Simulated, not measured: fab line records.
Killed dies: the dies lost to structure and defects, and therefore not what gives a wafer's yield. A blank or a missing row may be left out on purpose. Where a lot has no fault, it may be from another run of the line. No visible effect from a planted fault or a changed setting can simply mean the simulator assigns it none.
Which tool is to blame?	flow rit cmos	at 1 step of a route of 202, 14 lots with 41 wafers sampled

== WHAT THE GAUGES READ, wafer by wafer ==
The record holds no reading of a measuring or inspecting step that can be judged against a usual standard deviation.

== WHICH TOOL RAN EACH LOT (tool, then ch and the chambers of the sampled wafers, then the start) ==
lot	RIT_SILICIDE_RTA_06
L484	rtp anneal-02 ch 0, day 3 05:35
L485	rtp anneal-01 ch 0, day 3 14:26
L486	rtp anneal-02 ch 0, day 3 18:44
L487	rtp anneal-01 ch 0, day 4 00:08
L489	rtp anneal-01 ch 0, day 4 07:57
L490	rtp anneal-02 ch 0, day 4 14:30
L491	rtp anneal-01 ch 0, day 5 00:53
L492	rtp anneal-02 ch 0, day 5 03:42
L493	rtp anneal-01 ch 0, day 5 06:13
L497	rtp anneal-01 ch 0, day 6 00:42
L500	rtp anneal-02 ch 0, day 6 15:39
L502	rtp anneal-02 ch 0, day 6 23:54
L505	rtp anneal-01 ch 0, day 7 15:16
L507	rtp anneal-01 ch 0, day 8 02:18
- RIT_SILICIDE_RTA_06: time 10 s, ramp up 5 s, ramp down 10 s.

== AS READ BY THE TOOLS THEMSELVES (means over the sampled wafers that have a number; for cases with no such wafer, the mark the record gives instead) ==
RIT_SILICIDE_RTA_06. Usual: 752.5 for wafer_temp_C_max, sd 0.6.
lot	tool	wafer_temp_C_max	flag
L484	rtp anneal-02	752.9	
L485	rtp anneal-01	752.1	
L486	rtp anneal-02	752.5	
L487	rtp anneal-01	752.2	
L489	rtp anneal-01	753.1	
L490	rtp anneal-02	752.7	
L491	rtp anneal-01	752.6	
L492	rtp anneal-02	753.3	
L493	rtp anneal-01	752.0	
L497	rtp anneal-01	752.7	
L500	rtp anneal-02	749.8	OFF
L502	rtp anneal-02	749.2	OFF
L505	rtp anneal-01	752.4	
L507	rtp anneal-01	752.1	

== THE ANSWER, worked out from the rows above alone ==
Rule: take the mean of a lot's wafers that have a number; if it is more than 3 standard deviations from the usual mean, the lot is off. A lot without any number at a reading at which 4 lots or more have one is off too. Any other lot the step has rows for is counted as sound. First the gauges in route order, then the tools' own readings, where a lot's mean is used as printed above. At the first step where some lot is off, the reading lying furthest off is the one used; lots without a number count as furthest.
Off, at RIT_SILICIDE_RTA_06 on wafer_temp_C_max: L500, L502.
If a tool, at that step or one of the process steps before it, ran each lot that is off and ran no sound lot following the first of them, it fits. One fits: rtp anneal-02 at RIT_SILICIDE_RTA_06. A fault onset in the window from L492 (day 5 03:42, its last sound lot) to L500 (day 6 15:39, its first lot off) fits.
The tool's own readings at RIT_SILICIDE_RTA_06 bear it out: on the lots that are off they differ by more than 5 times the standard deviation of the sound lots' means. wafer_temp_C_max reads 749.5 there against 752.5 on the sound lots.

== WHAT THE SIMULATOR HAD INSERTED ==
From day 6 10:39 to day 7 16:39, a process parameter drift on rtp anneal-02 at RIT_SILICIDE_RTA_06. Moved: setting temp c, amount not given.
Shown lots that were struck: L500, L502. Same finding as the rule above.
